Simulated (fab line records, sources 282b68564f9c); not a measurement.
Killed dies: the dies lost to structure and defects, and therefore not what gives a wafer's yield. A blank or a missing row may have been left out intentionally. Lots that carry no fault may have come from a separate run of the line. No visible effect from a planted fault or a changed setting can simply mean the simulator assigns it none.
fab line records	flow rit-cmos
record: lots: 14	wafers: 42	last-day: 7
route steps=202 shown NRETRO@59 NSD@137 PSD@148 M1@202
lots that met no fault: from a run of the same line without faults
start-h: hours from the record's opening day to when the first of the lot's shown wafers began	wait-h: time in hours since the lot's previous step	" identical to the entry in the row above	L1.1+2: several wafers, shown together as one row	- value missing, or start not given	* or withheld: withheld	< > ~ a bound
route shown NAME@n: a module of which the file shows steps, and the number in the route of the first	usual: mean/standard deviation taken from wafers without a fault	same: alike in all rows	chamber/n: place in a boat	sites: per-site readings	_std_site: the standard deviation of these	_edge_site: outer sites' mean less inner sites'	radius-mm: how far each site lies from the wafer's centre	mask NAME#n: copy n	behind: the most recent tool/chamber to have shaped the wafer	hold: reason for holding the lot/hours on hold/outcome of the hold	device: which transistor (n, p or np) failed to switch	end of line: tests of these same wafers at the route's end	a step without rows: its recipe alone	killed: dies that structure and defects cost at the first sort, which is not the same as the wafer's yield	map: a wafer's dies, x killed, . not, _ none there
set.NAME: the setting the step ran with; set.NAME@STEP: the setting that earlier step ran with	model.NAME: the simulator's own value behind a step, which no gauge read
one table for each step of the route and one row for each wafer, over a sample of lots
services: when a tool's chamber went out of use (start-h, in hours from the record's first day, below 0 if earlier), for how many hours, and the reason
== steps ==
step: RIT_NRETRO_OVL_MEAS_06
usual: NRETRO_OVL: 0.9/1.4
lot.wafer	tool	chamber	start-h	wait-h	NRETRO_OVL[nm]
L296.1	overlay-02	-	30.35	-	-0.7
L296.4	"	-	"	"	-1.1
L296.5	"	-	"	"	-2.5
L298.3	overlay-02	-	39.17	-	-0.5
L298.4	"	-	"	"	1.4
L298.6	"	-	"	"	1.2
L300.2	overlay-02	-	48.86	-	0.5
L300.5	"	-	"	"	-0.4
L300.6	"	-	"	"	-0.8
L301.1	overlay-02	-	54.50	-	-0.9
L301.2	"	-	"	"	-0.3
L301.5	"	-	"	"	0.8
L302.3	overlay-01	-	59.49	-	2.9
L302.5	"	-	"	"	4.6
L302.6	"	-	"	"	2.5
L303.2	overlay-02	-	65.27	-	-0.8
L303.3	"	-	"	"	1.6
L303.6	"	-	"	"	1.0
L304.2	overlay-02	-	70.38	-	1.4
L304.3	"	-	"	"	0.2
L304.6	"	-	"	"	0.9
L305.1	overlay-02	-	77.88	-	2.6
L305.2	"	-	"	"	2.7
L305.4	"	-	"	"	1.4
L311.2	overlay-01	-	105.37	-	2.4
L311.3	"	-	"	"	-0.3
L311.5	"	-	"	"	3.0
L313.1	overlay-02	-	115.08	-	-1.0
L313.5	"	-	"	"	0.5
L313.6	"	-	"	"	-0.5
L315.1	overlay-02	-	124.00	-	-0.8
L315.2	"	-	"	"	1.6
L315.4	"	-	"	"	-0.5
L316.1	overlay-01	-	129.22	-	-0.7
L316.4	"	-	"	"	0.6
L316.6	"	-	"	"	-1.1
L317.1	overlay-01	-	134.43	-	-0.5
L317.2	"	-	"	"	0.8
L317.5	"	-	"	"	0.5
L318.1	overlay-01	-	139.62	-	-0.4
L318.4	"	-	"	"	1.8
L318.6	"	-	"	"	1.5
step: RIT_NSD_OVL_MEAS_06
usual: NSD_OVL: 0.4/1.2
lot.wafer	tool	chamber	start-h	wait-h	NSD_OVL[nm]
L296.1	overlay-01	-	47.98	-	0.9
L296.4	"	-	"	"	-0.1
L296.5	"	-	"	"	0.4
L298.3	overlay-02	-	58.79	-	-2.2
L298.4	"	-	"	"	0.0
L298.6	"	-	"	"	-1.2
L300.2	overlay-01	-	67.60	-	0.2
L300.5	"	-	"	"	0.8
L300.6	"	-	"	"	0.9
L301.1	overlay-01	-	72.97	-	1.4
L301.2	"	-	"	"	-0.1
L301.5	"	-	"	"	-0.2
L302.3	overlay-02	-	79.69	-	0.5
L302.5	"	-	"	"	2.2
L302.6	"	-	"	"	-1.5
L303.2	overlay-02	-	88.63	-	-1.0
L303.3	"	-	"	"	-1.1
L303.6	"	-	"	"	0.2
L304.2	overlay-01	-	91.67	-	-0.7
L304.3	"	-	"	"	0.9
L304.6	"	-	"	"	0.5
L305.1	overlay-01	-	96.63	-	1.8
L305.2	"	-	"	"	1.5
L305.4	"	-	"	"	2.2
L311.2	overlay-01	-	122.70	-	0.8
L311.3	"	-	"	"	-1.7
L311.5	"	-	"	"	-3.0
L313.1	overlay-01	-	132.65	-	0.2
L313.5	"	-	"	"	-0.4
L313.6	"	-	"	"	1.3
L315.1	overlay-01	-	141.12	-	0.0
L315.2	"	-	"	"	0.4
L315.4	"	-	"	"	0.8
L316.1	overlay-02	-	146.73	-	-1.3
L316.4	"	-	"	"	0.2
L316.6	"	-	"	"	-1.0
L317.1	overlay-02	-	152.89	-	0.4
L317.2	"	-	"	"	0.0
L317.5	"	-	"	"	0.8
L318.1	overlay-02	-	156.63	-	-1.3
L318.4	"	-	"	"	-1.7
L318.6	"	-	"	"	0.2
step: RIT_NSD_IMPLANT_08
recipe: species: P	energy-kev: 25	dose-cm2: 1e+15	tilt-deg: 7
usual: dose-ions-cm2: 9.999e+14/1.1e+12
lot.wafer	tool	chamber	start-h	wait-h	dose-ions-cm2
L296.1	implanter-03	0	48.17	0.1	1.0001e+15
L296.4	"	0	"	"	9.986e+14
L296.5	"	0	"	"	1.0007e+15
L298.3	implanter-01	0	59.02	0.1	9.994e+14
L298.4	"	0	"	"	9.978e+14
L298.6	"	0	"	"	9.979e+14
L300.2	implanter-01	0	67.80	0.1	9.999e+14
L300.5	"	0	"	"	1e+15
L300.6	"	0	"	"	9.997e+14
L301.1	implanter-03	0	73.15	0.1	9.999e+14
L301.2	"	0	"	"	1.0016e+15
L301.5	"	0	"	"	9.998e+14
L302.3	implanter-01	0	80.01	0.1	9.993e+14
L302.5	"	0	"	"	1.0002e+15
L302.6	"	0	"	"	1.0005e+15
L303.2	implanter-01	0	88.84	0.1	9.986e+14
L303.3	"	0	"	"	1.0002e+15
L303.6	"	0	"	"	9.995e+14
L304.2	implanter-03	0	91.87	0.1	9.999e+14
L304.3	"	0	"	"	1.0003e+15
L304.6	"	0	"	"	9.995e+14
L305.1	implanter-01	0	96.82	0.1	9.999e+14
L305.2	"	0	"	"	9.986e+14
L305.4	"	0	"	"	9.983e+14
L311.2	implanter-01	0	122.90	0.1	9.87e+14
L311.3	"	0	"	"	9.867e+14
L311.5	"	0	"	"	9.873e+14
L313.1	implanter-01	0	132.84	0.1	9.878e+14
L313.5	"	0	"	"	9.857e+14
L313.6	"	0	"	"	9.862e+14
L315.1	implanter-04	0	141.31	0.1	9.989e+14
L315.2	"	0	"	"	9.999e+14
L315.4	"	0	"	"	9.99e+14
L316.1	implanter-04	0	146.92	0.1	1.0003e+15
L316.4	"	0	"	"	1.0021e+15
L316.6	"	0	"	"	1.0004e+15
L317.1	implanter-04	0	153.08	0.1	9.987e+14
L317.2	"	0	"	"	1.0002e+15
L317.5	"	0	"	"	1.0002e+15
L318.1	implanter-03	0	156.82	0.1	1.0006e+15
L318.4	"	0	"	"	9.985e+14
L318.6	"	0	"	"	9.996e+14
step: RIT_PSD_OVL_MEAS_06
usual: PSD_OVL: 0.6/1.4
lot.wafer	tool	chamber	start-h	wait-h	PSD_OVL[nm]
L296.1	overlay-02	-	49.72	-	-0.1
L296.4	"	-	"	"	-0.9
L296.5	"	-	"	"	-1.3
L298.3	overlay-02	-	60.34	-	2.4
L298.4	"	-	"	"	-0.3
L298.6	"	-	"	"	2.8
L300.2	overlay-02	-	69.15	-	-0.7
L300.5	"	-	"	"	-1.4
L300.6	"	-	"	"	-0.2
L301.1	overlay-02	-	74.39	-	1.0
L301.2	"	-	"	"	2.4
L301.5	"	-	"	"	0.2
L302.3	overlay-01	-	81.21	-	-0.6
L302.5	"	-	"	"	-0.5
L302.6	"	-	"	"	-0.8
L303.2	overlay-01	-	90.18	-	1.0
L303.3	"	-	"	"	1.7
L303.6	"	-	"	"	1.8
L304.2	overlay-01	-	93.21	-	3.4
L304.3	"	-	"	"	1.4
L304.6	"	-	"	"	2.8
L305.1	overlay-01	-	98.18	-	-0.3
L305.2	"	-	"	"	-0.3
L305.4	"	-	"	"	-0.7
L311.2	overlay-01	-	124.12	-	-1.4
L311.3	"	-	"	"	-1.6
L311.5	"	-	"	"	-1.4
L313.1	overlay-02	-	134.07	-	0.7
L313.5	"	-	"	"	2.3
L313.6	"	-	"	"	2.1
L315.1	overlay-01	-	142.67	-	1.1
L315.2	"	-	"	"	3.6
L315.4	"	-	"	"	2.3
L316.1	overlay-01	-	148.28	-	-0.2
L316.4	"	-	"	"	-0.2
L316.6	"	-	"	"	2.8
L317.1	overlay-02	-	154.31	-	0.7
L317.2	"	-	"	"	2.0
L317.5	"	-	"	"	0.8
L318.1	overlay-02	-	158.18	-	0.7
L318.4	"	-	"	"	2.3
L318.6	"	-	"	"	2.8
step: RIT_SDANNEAL_RS_MEAS_05
recipe: thk-meas-gauge: four-point-probe
usual: NSD_RS: 84.61/0.28
lot.wafer	tool	chamber	start-h	wait-h	NSD_RS[ohm/sq]
L296.1	film-metro-02	-	50.86	0.1	85.02
L296.4	"	-	"	"	84.69
L296.5	"	-	"	"	84.81
L298.3	film-metro-01	-	61.66	0.1	84.54
L298.4	"	-	"	"	84.20
L298.6	"	-	"	"	84.42
L300.2	film-metro-01	-	70.31	0.1	85.42
L300.5	"	-	"	"	85.34
L300.6	"	-	"	"	85.23
L301.1	film-metro-03	-	75.50	0.1	84.43
L301.2	"	-	"	"	84.61
L301.5	"	-	"	"	84.71
L302.3	film-metro-03	-	82.36	0.1	84.08
L302.5	"	-	"	"	84.45
L302.6	"	-	"	"	84.64
L303.2	film-metro-01	-	91.44	0.1	84.47
L303.3	"	-	"	"	84.24
L303.6	"	-	"	"	84.60
L304.2	film-metro-02	-	94.34	0.1	84.73
L304.3	"	-	"	"	85.12
L304.6	"	-	"	"	84.57
L305.1	film-metro-01	-	99.30	0.1	85.09
L305.2	"	-	"	"	84.71
L305.4	"	-	"	"	84.68
L311.2	film-metro-02	-	125.27	0.1	85.32
L311.3	"	-	"	"	85.65
L311.5	"	-	"	"	85.49
L313.1	film-metro-02	-	135.22	0.1	85.66
L313.5	"	-	"	"	85.61
L313.6	"	-	"	"	85.58
L315.1	film-metro-01	-	143.79	0.1	85.00
L315.2	"	-	"	"	84.93
L315.4	"	-	"	"	84.79
L316.1	film-metro-02	-	149.41	0.1	84.43
L316.4	"	-	"	"	84.33
L316.6	"	-	"	"	84.27
L317.1	film-metro-01	-	155.49	0.1	84.37
L317.2	"	-	"	"	84.64
L317.5	"	-	"	"	84.78
L318.1	film-metro-02	-	159.31	0.1	84.33
L318.4	"	-	"	"	84.49
L318.6	"	-	"	"	84.38
step: RIT_M1_PROBE_99
usual: killed_at_M0_to_M3: 0.0/0.14	killed-at-contacts: 0.0/0.22	killed-at-front-end: 6.9/3	killed-dies: 6.9/3	killed-open: 3.5/2	killed-short: 3.4/2.1
same: gross-dies: 264	killed_at_M4_up: 0	killed-at-back-side: 0	killed-at-other: 0
lot.wafer	tool	chamber	start-h	wait-h	killed_at_M0_to_M3	killed-at-contacts	killed-at-front-end	killed-dies	killed-open	killed-short
L298.3	prober-01	-	69.73	0.2	0	0	9	9	4	5
L298.4	prober-01	-	69.78	0.2	0	0	7	7	2	5
L298.6	prober-01	-	69.88	0.2	0	1	7	8	3	5
L305.2	prober-02	-	106.91	0.1	0	1	5	6	2	4
L311.2	prober-02	-	132.54	0.1	0	0	7	7	3	4
L311.3	prober-02	-	132.59	0.2	0	0	3	3	1	2
L311.5	prober-02	-	132.69	0.2	0	0	4	4	3	1
L315.1	prober-02	-	151.30	0.1	0	0	6	6	3	3
L315.2	prober-02	-	151.35	0.1	0	0	6	6	5	1
L315.4	prober-02	-	151.45	0.2	0	0	7	7	2	5
L316.1	prober-01	-	156.57	0.1	0	0	4	4	1	3
L316.4	prober-01	-	156.72	0.2	0	0	7	7	2	5
L316.6	prober-01	-	156.82	0.2	0	0	8	8	5	3
killed by level:class
L298.3 GATE:geometric-particle:open=3 FOX1:geometric-particle:short=2 GATE:geometric-particle:short=1 REOX:geometric-particle:short=1 SPACER:geometric-particle:open=1 SILICIDE:geometric-particle:short=1
L298.4 GATE:geometric-particle:short=2 SPACER:geometric-particle:short=2 FOX1:geometric-particle:short=1 FOX2:geometric-particle:open=1 SPACER:geometric-particle:open=1
L298.6 GATE:geometric-particle:short=2 GATE:geometric-particle:open=2 FOX1:geometric-particle:short=1 FOX2:geometric-particle:short=1 SPACER:geometric-particle:short=1 CONTACT:geometric-particle:open=1
L305.2 GATE:geometric-particle:open=2 FOX1:geometric-particle:short=1 REOX:geometric-particle:short=1 SILICIDE:geometric-particle:short=1 CONTACT:geometric-particle:short=1
L311.2 REOX:geometric-particle:short=3 REOX:geometric-particle:open=2 SPACER:geometric-particle:open=1 SILICIDE:geometric-particle:short=1
L311.3 FOX2:geometric-particle:short=1 GATE:geometric-particle:open=1 REOX:geometric-particle:short=1
L311.5 GATE:geometric-particle:open=3 GATE:geometric-particle:short=1
L315.1 SPACER:geometric-particle:short=2 FOX1:geometric-particle:open=1 GATE:geometric-particle:short=1 GATE:geometric-particle:open=1 REOX:geometric-particle:open=1
L315.2 GATE:geometric-particle:open=4 GATE:geometric-particle:short=1 SPACER:geometric-particle:open=1
L315.4 REOX:geometric-particle:short=2 FOX2:geometric-particle:short=1 GATE:geometric-particle:open=1 GATE:geometric-particle:short=1 REOX:geometric-particle:open=1 SILICIDE:geometric-particle:short=1
L316.1 GATE:geometric-particle:short=3 SILICIDE:geometric-particle:open=1
L316.4 GATE:geometric-particle:short=4 GATE:geometric-particle:open=2 SPACER:geometric-particle:short=1
L316.6 GATE:geometric-particle:open=4 ACTIVE:geometric-particle:short=1 GATE:geometric-particle:short=1 SILICIDE:geometric-particle:short=1 SILICIDE:geometric-particle:open=1
== services ==
tool	chamber	start-h	hours	kind
implanter-03	-	27.59	1.2	repair
implanter-03	-	64.28	3.0	repair
implanter-03	-	81.27	1.4	pm
implanter-01	-	150.12	3.1	pm
== key ==
first-sign: step: RIT_NSD_IMPLANT_08	reading: dose-ions-cm2	direction: down	sigmas: 12	usual: 9.999e+14	struck: 9.868e+14
effect: step: RIT_SDANNEAL_RS_MEAS_05	reading: NSD_RS	direction: up	sigmas: 3.4	usual: 84.61	struck: 85.55
met-at RIT_NSD_IMPLANT_08
struck-lots L311,L313
tester-left-out L311,L313
not-acting-at RIT_NRETRO_OVL_MEAS_06,RIT_NSD_OVL_MEAS_06,RIT_PSD_OVL_MEAS_06
onset-between 96.82 122.90
fault: kind: process-parameter-drift	tool: implanter-01	chamber: -	onset-h: 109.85	steps: RIT_NSD_IMPLANT_08	channel: dose-cm2	offset: -1.3641e+13	shape: step	end-h: 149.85	acts-in: these-recipes-only	stated: 1e+15
tester-left-out: of these lots the tester's yield and bins aren't shown, on N5 and GAA mostly nor the transistor test; their killed dies are dies lost to structure and defects alone, not to doping, threshold or leakage, so they don't give the yield
